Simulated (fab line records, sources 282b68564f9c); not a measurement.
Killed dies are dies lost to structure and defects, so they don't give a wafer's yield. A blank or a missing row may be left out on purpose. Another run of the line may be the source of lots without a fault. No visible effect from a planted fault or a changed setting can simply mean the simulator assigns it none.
What tool caused it? :: flow ritCmos :: 42 wafers from 14 lots sampled at 6 of the route's 202 steps

== WHAT EACH GAUGE READ, for each wafer ==
RIT_FOX2_THK_MEAS_90. Usual: FIELD_OXIDE_LEFT_1_THK gives 323 nm (standard deviation 5.9).
lot: L963
measured: day 1 20:20
on: filmMetro-02
FIELD_OXIDE_LEFT_1_THK (nm): 327 328 325
flag: 

lot: L964
measured: day 2 01:08
on: filmMetro-03
FIELD_OXIDE_LEFT_1_THK (nm): 334 335 335
flag: 

lot: L965
measured: day 2 05:16
on: filmMetro-04
FIELD_OXIDE_LEFT_1_THK (nm): 329 326 327
flag: 

lot: L966
measured: day 2 10:58
on: filmMetro-02
FIELD_OXIDE_LEFT_1_THK (nm): 331 331 323
flag: 

lot: L967
measured: day 2 15:13
on: filmMetro-02
FIELD_OXIDE_LEFT_1_THK (nm): 326 329 326
flag: 

lot: L970
measured: day 3 06:20
on: filmMetro-04
FIELD_OXIDE_LEFT_1_THK (nm): 322 322 319
flag: 

lot: L972
measured: day 3 18:04
on: filmMetro-04
FIELD_OXIDE_LEFT_1_THK (nm): 314 315 319
flag: 

lot: L973
measured: day 3 21:31
on: filmMetro-03
FIELD_OXIDE_LEFT_1_THK (nm): 325 319 319
flag: 

lot: L974
measured: day 4 03:45
on: filmMetro-02
FIELD_OXIDE_LEFT_1_THK (nm): 314 315 315
flag: 

lot: L978
measured: day 4 22:19
on: filmMetro-04
FIELD_OXIDE_LEFT_1_THK (nm): 316 319 323
flag: 

lot: L982
measured: day 5 20:03
on: filmMetro-04
FIELD_OXIDE_LEFT_1_THK (nm): 307 310 313
flag: 

lot: L983
measured: day 5 23:28
on: filmMetro-04
FIELD_OXIDE_LEFT_1_THK (nm): 327 331 327
flag: 

lot: L984
measured: day 6 09:59
on: filmMetro-03
FIELD_OXIDE_LEFT_1_THK (nm): 320 323 322
flag: 

lot: L986
measured: day 6 17:29
on: filmMetro-03
FIELD_OXIDE_LEFT_1_THK (nm): 322 323 322
flag: 

RIT_PWELL_TW_MEAS_10. Usual: PWELL_TW gives 956 (standard deviation 8.3).
lot: L963
measured: day 1 23:26
on: filmMetro-03
PWELL_TW: 954 955 955
flag: 

lot: L964
measured: day 2 04:22
on: filmMetro-01
PWELL_TW: 963 969 965
flag: 

lot: L965
measured: day 2 08:44
on: filmMetro-03
PWELL_TW: 948 949 944
flag: 

lot: L966
measured: day 2 14:06
on: filmMetro-01
PWELL_TW: 966 966 967
flag: 

lot: L967
measured: day 2 18:35
on: filmMetro-02
PWELL_TW: 953 951 949
flag: 

lot: L970
measured: day 3 09:34
on: filmMetro-02
PWELL_TW: 951 943 945
flag: 

lot: L972
measured: day 3 21:25
on: filmMetro-01
PWELL_TW: 959 963 959
flag: 

lot: L973
measured: day 4 00:37
on: filmMetro-01
PWELL_TW: 1118 1117 1122
flag: OFF

lot: L974
measured: day 4 06:51
on: filmMetro-01
PWELL_TW: 1123 1120 1121
flag: OFF

lot: L978
measured: day 5 01:51
on: filmMetro-01
PWELL_TW: 959 960 959
flag: 

lot: L982
measured: day 5 23:16
on: filmMetro-02
PWELL_TW: 944 942 946
flag: 

lot: L983
measured: day 6 02:50
on: filmMetro-01
PWELL_TW: 962 963 961
flag: 

lot: L984
measured: day 6 13:13
on: filmMetro-03
PWELL_TW: 948 948 948
flag: 

lot: L986
measured: day 6 20:43
on: filmMetro-01
PWELL_TW: 961 962 963
flag: 

RIT_WELLDRIVE_RS_MEAS_02: measurement is done with a four-point probe. Usual: PWELL_RS gives 429.5 ohm/sq (standard deviation 1.2).
lot: L963
measured: day 2 05:14
on: filmMetro-03
PWELL_RS (ohm/sq): 429.4 429.4 429.0
flag: 

lot: L964
measured: day 2 09:39
on: filmMetro-03
PWELL_RS (ohm/sq): 429.1 428.7 429.3
flag: 

lot: L965
measured: day 2 14:01
on: filmMetro-03
PWELL_RS (ohm/sq): 428.3 429.9 430.5
flag: 

lot: L966
measured: day 2 19:31
on: filmMetro-01
PWELL_RS (ohm/sq): 427.9 428.7 427.7
flag: 

lot: L967
measured: day 3 00:38
on: filmMetro-03
PWELL_RS (ohm/sq): 430.2 430.1 429.4
flag: 

lot: L970
measured: day 3 14:50
on: filmMetro-01
PWELL_RS (ohm/sq): 431.1 432.3 430.0
flag: 

lot: L972
measured: day 4 02:41
on: filmMetro-01
PWELL_RS (ohm/sq): 427.3 427.6 427.8
flag: 

lot: L973
measured: day 4 05:53
on: filmMetro-01
PWELL_RS (ohm/sq): 321.0 321.4 321.6
flag: OFF

lot: L974
measured: day 4 12:07
on: filmMetro-01
PWELL_RS (ohm/sq): 320.8 320.5 320.0
flag: OFF

lot: L978
measured: day 5 07:08
on: filmMetro-02
PWELL_RS (ohm/sq): 430.2 430.5 432.1
flag: 

lot: L982
measured: day 6 04:32
on: filmMetro-03
PWELL_RS (ohm/sq): 430.2 430.6 429.8
flag: 

lot: L983
measured: day 6 08:25
on: filmMetro-03
PWELL_RS (ohm/sq): 429.1 428.4 430.7
flag: 

lot: L984
measured: day 6 18:29
on: filmMetro-03
PWELL_RS (ohm/sq): 430.0 431.0 431.5
flag: 

lot: L986
measured: day 7 01:59
on: filmMetro-02
PWELL_RS (ohm/sq): 428.9 427.9 428.8
flag: 

RIT_GATE_THK_MEAS_07. Usual: GATE_OXIDE_THK gives 3.00 nm (standard deviation 0.062).
lot: L963
measured: day 2 10:23
on: filmMetro-03
GATE_OXIDE_THK (nm): 3.05 3.05 3.01
flag: 

lot: L964
measured: day 2 14:46
on: filmMetro-03
GATE_OXIDE_THK (nm): 2.89 2.95 2.84
flag: 

lot: L965
measured: day 2 19:25
on: filmMetro-04
GATE_OXIDE_THK (nm): 3.05 3.05 3.01
flag: 

lot: L966
measured: day 3 00:44
on: filmMetro-02
GATE_OXIDE_THK (nm): 2.97 3.03 2.98
flag: 

lot: L967
measured: day 3 08:31
on: filmMetro-02
GATE_OXIDE_THK (nm): 3.07 2.98 2.97
flag: 

lot: L970
measured: day 3 21:56
on: filmMetro-04
GATE_OXIDE_THK (nm): 3.00 2.85 3.02
flag: 

lot: L972
measured: day 4 07:50
on: filmMetro-02
GATE_OXIDE_THK (nm): 2.98 3.02 2.99
flag: 

lot: L973
measured: day 4 11:24
on: filmMetro-04
GATE_OXIDE_THK (nm): 2.92 3.01 3.05
flag: 

lot: L974
measured: day 4 17:38
on: filmMetro-02
GATE_OXIDE_THK (nm): 3.01 2.97 2.98
flag: 

lot: L978
measured: day 5 13:19
on: filmMetro-02
GATE_OXIDE_THK (nm): 3.01 2.93 3.00
flag: 

lot: L982
measured: day 6 10:48
on: filmMetro-04
GATE_OXIDE_THK (nm): 2.97 3.00 2.98
flag: 

lot: L983
measured: day 6 13:35
on: filmMetro-02
GATE_OXIDE_THK (nm): 2.85 2.96 2.96
flag: 

lot: L984
measured: day 6 23:40
on: filmMetro-04
GATE_OXIDE_THK (nm): 3.00 2.99 2.95
flag: 

lot: L986
measured: day 7 07:28
on: filmMetro-04
GATE_OXIDE_THK (nm): 3.00 3.02 3.03
flag: 

RIT_GATE_THK_MEAS_09. Usual: GATE_POLY_THK gives 241.9 nm (standard deviation 2.2).
lot: L963
measured: day 2 12:04
on: filmMetro-02
GATE_POLY_THK (nm): 245.2 241.3 242.6
flag: 

lot: L964
measured: day 2 16:27
on: filmMetro-03
GATE_POLY_THK (nm): 245.7 244.7 247.4
flag: 

lot: L965
measured: day 2 21:05
on: filmMetro-04
GATE_POLY_THK (nm): 240.1 240.2 241.9
flag: 

lot: L966
measured: day 3 02:25
on: filmMetro-03
GATE_POLY_THK (nm): 240.6 239.9 240.4
flag: 

lot: L967
measured: day 3 10:11
on: filmMetro-04
GATE_POLY_THK (nm): 241.7 240.1 241.4
flag: 

lot: L970
measured: day 4 00:38
on: filmMetro-03
GATE_POLY_THK (nm): 243.2 240.8 242.3
flag: 

lot: L972
measured: day 4 09:30
on: filmMetro-04
GATE_POLY_THK (nm): 242.9 239.7 242.1
flag: 

lot: L973
measured: day 4 13:10
on: filmMetro-02
GATE_POLY_THK (nm): 242.9 241.4 243.0
flag: 

lot: L974
measured: day 4 20:07
on: filmMetro-02
GATE_POLY_THK (nm): 245.2 245.3 246.6
flag: 

lot: L978
measured: day 5 14:59
on: filmMetro-02
GATE_POLY_THK (nm): 242.7 240.6 243.2
flag: 

lot: L982
measured: day 6 12:29
on: filmMetro-02
GATE_POLY_THK (nm): 243.2 242.0 243.6
flag: 

lot: L983
measured: day 6 16:02
on: filmMetro-03
GATE_POLY_THK (nm): 241.2 242.3 241.9
flag: 

lot: L984
measured: day 7 02:40
on: filmMetro-02
GATE_POLY_THK (nm): 239.3 240.4 239.3
flag: 

lot: L986
measured: day 7 09:08
on: filmMetro-03
GATE_POLY_THK (nm): 240.9 240.3 239.3
flag: 

== WHAT TOOL EACH LOT RAN ON (gives the tool, then ch and the chambers of the sampled wafers, and finally the start) ==
lot: L963
RIT_PWELL_IMPLANT_08: implanter-03 ch 0, day 1 23:08

lot: L964
RIT_PWELL_IMPLANT_08: implanter-01 ch 0, day 2 04:04

lot: L965
RIT_PWELL_IMPLANT_08: implanter-03 ch 0, day 2 08:26

lot: L966
RIT_PWELL_IMPLANT_08: implanter-01 ch 0, day 2 13:47

lot: L967
RIT_PWELL_IMPLANT_08: implanter-01 ch 0, day 2 18:17

lot: L970
RIT_PWELL_IMPLANT_08: implanter-04 ch 0, day 3 09:14

lot: L972
RIT_PWELL_IMPLANT_08: implanter-04 ch 0, day 3 21:07

lot: L973
RIT_PWELL_IMPLANT_08: implanter-04 ch 0, day 4 00:19

lot: L974
RIT_PWELL_IMPLANT_08: implanter-04 ch 0, day 4 06:32

lot: L978
RIT_PWELL_IMPLANT_08: implanter-03 ch 0, day 5 01:32

lot: L982
RIT_PWELL_IMPLANT_08: implanter-03 ch 0, day 5 22:57

lot: L983
RIT_PWELL_IMPLANT_08: implanter-01 ch 0, day 6 02:34

lot: L984
RIT_PWELL_IMPLANT_08: implanter-03 ch 0, day 6 12:53

lot: L986
RIT_PWELL_IMPLANT_08: implanter-01 ch 0, day 6 20:23
- RIT_PWELL_IMPLANT_08

== WHAT THE TOOLS THEMSELVES READ (means of the sampled wafers that have a number; where no wafer has one, the mark that the record gives instead) ==
RIT_PWELL_IMPLANT_08. Usual: doseIonsCm2 7.001e+13, standard deviation 8.3e+10; endStationPressureTorr 5.18e-06 Torr, standard deviation 2.9e-07; faradayCurrentUA 221, standard deviation 3.9.
lot: L963
tool: implanter-03
doseIonsCm2: 7.018e+13
endStationPressureTorr (Torr): 5.09e-06
faradayCurrentUA: 225
flag: 

lot: L964
tool: implanter-01
doseIonsCm2: 7.000e+13
endStationPressureTorr (Torr): 4.97e-06
faradayCurrentUA: 220
flag: 

lot: L965
tool: implanter-03
doseIonsCm2: 6.993e+13
endStationPressureTorr (Torr): 5.13e-06
faradayCurrentUA: 216
flag: 

lot: L966
tool: implanter-01
doseIonsCm2: 7.003e+13
endStationPressureTorr (Torr): 5.16e-06
faradayCurrentUA: 225
flag: 

lot: L967
tool: implanter-01
doseIonsCm2: 6.991e+13
endStationPressureTorr (Torr): 5.03e-06
faradayCurrentUA: 220
flag: 

lot: L970
tool: implanter-04
doseIonsCm2: 6.995e+13
endStationPressureTorr (Torr): 4.97e-06
faradayCurrentUA: 221
flag: 

lot: L972
tool: implanter-04
doseIonsCm2: 6.996e+13
endStationPressureTorr (Torr): 4.86e-06
faradayCurrentUA: 217
flag: 

lot: L973
tool: implanter-04
doseIonsCm2: 1.120e+14
endStationPressureTorr (Torr): 5.48e-06
faradayCurrentUA: 348
flag: OFF

lot: L974
tool: implanter-04
doseIonsCm2: 1.120e+14
endStationPressureTorr (Torr): 5.47e-06
faradayCurrentUA: 353
flag: OFF

lot: L978
tool: implanter-03
doseIonsCm2: 6.997e+13
endStationPressureTorr (Torr): 5.34e-06
faradayCurrentUA: 219
flag: 

lot: L982
tool: implanter-03
doseIonsCm2: 7.018e+13
endStationPressureTorr (Torr): 5.40e-06
faradayCurrentUA: 220
flag: 

lot: L983
tool: implanter-01
doseIonsCm2: 6.997e+13
endStationPressureTorr (Torr): 4.95e-06
faradayCurrentUA: 221
flag: 

lot: L984
tool: implanter-03
doseIonsCm2: 7.001e+13
endStationPressureTorr (Torr): 5.33e-06
faradayCurrentUA: 221
flag: 

lot: L986
tool: implanter-01
doseIonsCm2: 7.000e+13
endStationPressureTorr (Torr): 5.30e-06
faradayCurrentUA: 224
flag: 

== THE ANSWER, worked out from the rows above alone ==
Rule: a lot counts as off when the mean over its wafers that have a number is more than 3 standard deviations away from the usual mean. A lot without any number at a reading at which 4 lots or more have one is off too. All remaining lots with rows at the step are treated as sound. First the gauges in route order, then the tools' own readings, where a lot's mean is used as printed above. The first step at which some lot is off is used, and at that step the reading that is off furthest; a lot without a number counts as furthest.
Off: L973, L974, at RIT_PWELL_TW_MEAS_10 (PWELL_TW).
If a tool, at a process step before that reading, ran all the lots that are off and no sound lot after the first of them, it fits. Not tried: the gauges at RIT_PWELL_TW_MEAS_10; whatever is off there is also off at RIT_PWELL_IMPLANT_08, on other tools, and gauge error can't account for it. One fits: implanter-04 at RIT_PWELL_IMPLANT_08. A fault onset in the window from L972 (day 3 21:07, its last sound lot) to L973 (day 4 00:19, its first lot off) fits.
The tool's own readings at RIT_PWELL_IMPLANT_08 bear it out: on the lots that are off they differ by more than 5 times the standard deviation of the sound lots' means. doseIonsCm2 reads 1.120e+14 there against 7.001e+13 on the sound lots; faradayCurrentUA reads 350 there against 221 on the sound lots.

== WHAT WAS PUT IN BY THE SIMULATOR ==
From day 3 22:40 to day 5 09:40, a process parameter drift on implanter-04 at RIT_PWELL_IMPLANT_08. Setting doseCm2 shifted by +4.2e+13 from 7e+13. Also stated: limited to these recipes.
Shown lots that were struck: L973, L974. The rule above found the same.
